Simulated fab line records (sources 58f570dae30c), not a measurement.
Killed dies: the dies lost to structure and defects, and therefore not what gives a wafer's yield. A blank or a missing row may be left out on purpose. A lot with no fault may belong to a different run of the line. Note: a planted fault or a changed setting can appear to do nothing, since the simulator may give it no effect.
fab line records + flow berkeleyCmos170
record
- lots=10
- wafers=30
- lastDay=10
route steps=331 shown FIELD@93 SDANNEAL@204 M1@238 M2@274
lots that met no fault: taken from a fault-free run of the same line
startH: hours from the record's opening day to when the first of the lot's shown wafers began + waitH: hours elapsed since this lot's preceding step + " the same as in the row above + L1.1+2: one row covering several wafers at once + - no value, or no start was given + * or withheld: withheld + < > ~ a bound
route shown NAME@n: names a module that has steps shown in the file, with the first one's number in the route + usual: average and standard deviation across the fault-free wafers + same: alike in all rows + chamber/n: place in a boat + sites: each site's reading + _std_site: their standard deviation + _edge_site: inner sites' mean taken away from outer sites' mean + radiusMm: how far each site lies from the wafer's centre + mask NAME#n: copy n + behind: tool/chamber where the wafer was last shaped + hold: what put the lot on hold/how long, in hours/how the hold closed + device: which transistor (n, p or np) failed to switch + end of line: at the end of the route, the tests of the same wafers + for a step that has no rows: nothing shown but its recipe + killed: not the wafer's yield, but the dies lost to structure and defects at the first sort + map: a wafer's dies, x killed, . not, _ none there
set.NAME: the run value of the setting; set.NAME@STEP: its run value at that earlier step + model.NAME: the simulator's own value behind a step, which no gauge read
steps of the route over a sample of lots; a table a step, a row a wafer
services: from which hour (startH, from the record's first day; less than 0 if before it) a tool's chamber was out of use, for how many hours, and why
## steps
# step UCB170_FIELD_WET_ETCH_04
# recipe
- chemistry=dHF
- dilution=10:1
- target=SiO2
- tempC=25
- timeS=60
# usual
- runLengthS=86.7/1.5
| lot.wafer | tool        | chamber | startH | waitH | runLengthS |
|-----------|-------------|---------|--------|-------|------------|
| L150.4    | wetBench-04 | 2       | 123.48 | 0.0   | 84.9       |
| L150.5    | "           | 2       | "      | "     | 84.9       |
| L150.6    | "           | 2       | "      | "     | 84.9       |
| L151.2    | wetBench-04 | 1       | 123.48 | 0.0   | 87.7       |
| L151.3    | "           | 1       | "      | "     | 87.7       |
| L151.6    | "           | 1       | "      | "     | 87.7       |
| L152.2    | wetBench-04 | 3       | 123.48 | 0.0   | 87.3       |
| L152.3    | "           | 3       | "      | "     | 87.3       |
| L152.6    | "           | 3       | "      | "     | 87.3       |
| L153.2    | wetBench-04 | 3       | 123.48 | 0.0   | 86.6       |
| L153.3    | "           | 3       | "      | "     | 86.6       |
| L153.5    | "           | 3       | "      | "     | 86.6       |
| L155.1    | wetBench-04 | 2       | 130.06 | 0.0   | 85.3       |
| L155.2    | "           | 2       | "      | "     | 85.3       |
| L155.3    | "           | 2       | "      | "     | 85.3       |
| L156.1    | wetBench-04 | 1       | 130.06 | 0.0   | 87.1       |
| L156.2    | "           | 1       | "      | "     | 87.1       |
| L156.5    | "           | 1       | "      | "     | 87.1       |
| L154.2    | wetBench-01 | 3       | 136.05 | 0.0   | 92.2       |
| L154.3    | "           | 3       | "      | "     | 92.2       |
| L154.5    | "           | 3       | "      | "     | 92.2       |
| L157.3    | wetBench-04 | 2       | 146.02 | 0.1   | 85.1       |
| L157.4    | "           | 2       | "      | "     | 85.1       |
| L157.5    | "           | 2       | "      | "     | 85.1       |
| L158.1    | wetBench-04 | 2       | 146.02 | 0.1   | 85.2       |
| L158.2    | "           | 2       | "      | "     | 85.2       |
| L158.3    | "           | 2       | "      | "     | 85.2       |
| L159.1    | wetBench-04 | 2       | 152.95 | 0.1   | 34.1       |
| L159.3    | "           | 2       | "      | "     | 34.1       |
| L159.5    | "           | 2       | "      | "     | 34.1       |
# step UCB170_SDANNEAL_RTA_00
# recipe
- tempC=900
- timeS=10
- ambient=N2
# usual
- lampPowerPct=22.3/0.76
- wafer_temp_C_max=905.4/1.1
| lot.wafer | tool         | chamber | startH | waitH | lampPowerPct | wafer_temp_C_max |
|-----------|--------------|---------|--------|-------|--------------|------------------|
| L153.2    | rtpAnneal-01 | 0       | 178.40 | 0.0   | 23.1         | 905.2            |
| L153.3    | "            | 0       | "      | "     | 23.1         | 903.9            |
| L153.5    | "            | 0       | "      | "     | 23.2         | 904.8            |
| L150.4    | rtpAnneal-02 | 0       | 178.77 | 0.0   | 21.6         | 905.1            |
| L150.5    | "            | 0       | "      | "     | 21.7         | 906.7            |
| L150.6    | "            | 0       | "      | "     | 21.6         | 905.8            |
| L151.2    | rtpAnneal-01 | 0       | 179.13 | 0.0   | 23.1         | 905.5            |
| L151.3    | "            | 0       | "      | "     | 23.2         | 904.2            |
| L151.6    | "            | 0       | "      | "     | 23.2         | 904.2            |
| L152.2    | rtpAnneal-01 | 0       | 179.66 | 0.0   | 23.2         | 904.6            |
| L152.3    | "            | 0       | "      | "     | 23.2         | 906.5            |
| L152.6    | "            | 0       | "      | "     | 23.2         | 905.5            |
| L156.1    | rtpAnneal-02 | 0       | 188.06 | 0.0   | 21.6         | 905.0            |
| L156.2    | "            | 0       | "      | "     | 21.6         | 910.4            |
| L156.5    | "            | 0       | "      | "     | 21.6         | 906.2            |
| L155.1    | rtpAnneal-01 | 0       | 188.24 | 0.0   | 23.1         | 904.7            |
| L155.2    | "            | 0       | "      | "     | 23.2         | 904.9            |
| L155.3    | "            | 0       | "      | "     | 23.2         | 904.2            |
| L154.2    | rtpAnneal-02 | 0       | 194.64 | 0.0   | 21.6         | 904.9            |
| L154.3    | "            | 0       | "      | "     | 21.7         | 905.3            |
| L154.5    | "            | 0       | "      | "     | 21.6         | 905.8            |
| L158.1    | rtpAnneal-02 | 0       | 195.55 | 0.0   | 21.6         | 906.2            |
| L158.2    | "            | 0       | "      | "     | 21.6         | 903.8            |
| L158.3    | "            | 0       | "      | "     | 21.7         | 906.1            |
| L157.3    | rtpAnneal-01 | 0       | 196.08 | 0.0   | 23.2         | 906.5            |
| L157.4    | "            | 0       | "      | "     | 23.1         | 904.0            |
| L157.5    | "            | 0       | "      | "     | 23.1         | 906.4            |
| L159.1    | rtpAnneal-01 | 0       | 210.21 | 0.0   | 23.1         | 906.1            |
| L159.3    | "            | 0       | "      | "     | 23.2         | 907.1            |
| L159.5    | "            | 0       | "      | "     | 23.2         | 905.8            |
# step UCB170_M1_SPUTTER_00
# recipe
- material=Al
- targetThkNm=600
- timeS=80
- powerW=6000
- chamberPressurePa=0.5
# usual
- cathodeDcPowerW=5999.9/1.2
- throttleValvePct=30.3/1.2
| lot.wafer | tool          | chamber | startH | waitH | cathodeDcPowerW | throttleValvePct |
|-----------|---------------|---------|--------|-------|-----------------|------------------|
| L153.2    | pvdSputter-04 | -       | 184.82 | 0.0   | 5999.4          | 29.6             |
| L153.3    | "             | -       | "      | "     | 6001.7          | 30.4             |
| L153.5    | "             | -       | "      | "     | 6001.8          | 30.7             |
| L150.4    | pvdSputter-03 | -       | 186.44 | 0.0   | 5998.3          | 29.3             |
| L150.5    | "             | -       | "      | "     | 5999.2          | 30.0             |
| L150.6    | "             | -       | "      | "     | 5998.2          | 28.4             |
| L151.2    | pvdSputter-03 | -       | 187.00 | 0.0   | 5998.7          | 29.3             |
| L151.3    | "             | -       | "      | "     | 5999.0          | 30.1             |
| L151.6    | "             | -       | "      | "     | 5998.4          | 29.5             |
| L152.2    | pvdSputter-04 | -       | 187.16 | 0.0   | 5998.1          | 29.9             |
| L152.3    | "             | -       | "      | "     | 5999.8          | 30.4             |
| L152.6    | "             | -       | "      | "     | 6001.5          | 29.4             |
| L155.1    | pvdSputter-04 | -       | 196.12 | 0.0   | 6000.0          | 29.9             |
| L155.2    | "             | -       | "      | "     | 5999.6          | 30.6             |
| L155.3    | "             | -       | "      | "     | 5999.1          | 33.2             |
| L156.1    | pvdSputter-03 | -       | 196.30 | 0.0   | 6000.5          | 29.5             |
| L156.2    | "             | -       | "      | "     | 5998.6          | 28.7             |
| L156.5    | "             | -       | "      | "     | 5999.5          | 29.4             |
| L154.2    | pvdSputter-03 | -       | 201.72 | 0.0   | 5998.8          | 29.1             |
| L154.3    | "             | -       | "      | "     | 5998.3          | 30.2             |
| L154.5    | "             | -       | "      | "     | 5997.8          | 30.0             |
| L158.1    | pvdSputter-04 | -       | 202.32 | 0.0   | 5999.8          | 29.9             |
| L158.2    | "             | -       | "      | "     | 6000.5          | 29.6             |
| L158.3    | "             | -       | "      | "     | 5999.4          | 32.9             |
| L157.3    | pvdSputter-01 | -       | 205.43 | 0.0   | 6001.2          | 30.0             |
| L157.4    | "             | -       | "      | "     | 5999.3          | 29.0             |
| L157.5    | "             | -       | "      | "     | 5998.0          | 30.3             |
| L159.1    | pvdSputter-01 | -       | 215.96 | 0.0   | 6001.1          | 29.2             |
| L159.3    | "             | -       | "      | "     | 6000.1          | 30.0             |
| L159.5    | "             | -       | "      | "     | 6001.9          | 30.1             |
# step UCB170_M2_THK_MEAS_03
# recipe
- thkMeasGauge=xrf
- reads=Al_of_M2_SPUTTER_01
# usual
- M2_AL_THK=909/9.4
| lot.wafer | tool         | chamber | startH | waitH | M2_AL_THK[nm] |
|-----------|--------------|---------|--------|-------|---------------|
| L153.2    | filmMetro-02 | -       | 192.10 | 0.1   | 905           |
| L153.3    | "            | -       | "      | "     | 898           |
| L153.5    | "            | -       | "      | "     | 901           |
| L150.4    | filmMetro-04 | -       | 193.98 | 0.1   | 885           |
| L150.5    | "            | -       | "      | "     | 902           |
| L150.6    | "            | -       | "      | "     | 910           |
| L151.2    | filmMetro-04 | -       | 195.68 | 0.1   | 914           |
| L151.3    | "            | -       | "      | "     | 912           |
| L151.6    | "            | -       | "      | "     | 908           |
| L152.2    | filmMetro-02 | -       | 195.96 | 0.1   | 911           |
| L152.3    | "            | -       | "      | "     | 897           |
| L152.6    | "            | -       | "      | "     | 901           |
| L155.1    | filmMetro-02 | -       | 202.15 | 0.1   | 923           |
| L155.2    | "            | -       | "      | "     | 908           |
| L155.3    | "            | -       | "      | "     | 920           |
| L156.1    | filmMetro-02 | -       | 204.23 | 0.1   | 906           |
| L156.2    | "            | -       | "      | "     | 897           |
| L156.5    | "            | -       | "      | "     | 895           |
| L154.2    | filmMetro-02 | -       | 210.37 | 0.1   | 888           |
| L154.3    | "            | -       | "      | "     | 899           |
| L154.5    | "            | -       | "      | "     | 904           |
| L158.1    | filmMetro-02 | -       | 210.92 | 0.1   | 905           |
| L158.2    | "            | -       | "      | "     | 907           |
| L158.3    | "            | -       | "      | "     | 907           |
| L157.3    | filmMetro-04 | -       | 211.83 | 0.1   | 914           |
| L157.4    | "            | -       | "      | "     | 928           |
| L157.5    | "            | -       | "      | "     | 924           |
| L159.1    | filmMetro-04 | -       | 223.17 | 0.1   | 900           |
| L159.3    | "            | -       | "      | "     | 898           |
| L159.5    | "            | -       | "      | "     | 908           |
## services
| tool          | chamber | startH | hours | kind   |
|---------------|---------|--------|-------|--------|
| pvdSputter-01 | -       | 112.99 | 8.2   | repair |
| pvdSputter-01 | -       | 167.64 | 28.5  | repair |
## key
firstSign
- step=UCB170_FIELD_WET_ETCH_04
- reading=runLengthS
- direction=down
- sigmas=35
- usual=*
- struck=*
effect none on later readings
metAt UCB170_FIELD_WET_ETCH_04
struckLots L159
struckWafers L159.1,L159.3,L159.5
testerLeftOut L159
notActingAt UCB170_SDANNEAL_RTA_00,UCB170_M1_SPUTTER_00,UCB170_M2_THK_MEAS_03
onsetBetween 146.02 152.95
fault
- kind=processParameterDrift
- tool=wetBench-04
- chamber=2
- onsetH=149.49
- steps=UCB170_FIELD_WET_ETCH_04
- channel=timeS
- offset=*
- shape=step
- endH=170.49
- actsIn=*
- stated=*
# testerLeftOut: of these lots the tester's yield and bins aren't shown, on N5 and GAA mostly nor the transistor test; their killed dies are dies lost to structure and defects alone, not to doping, threshold or leakage, so they don't give the yield
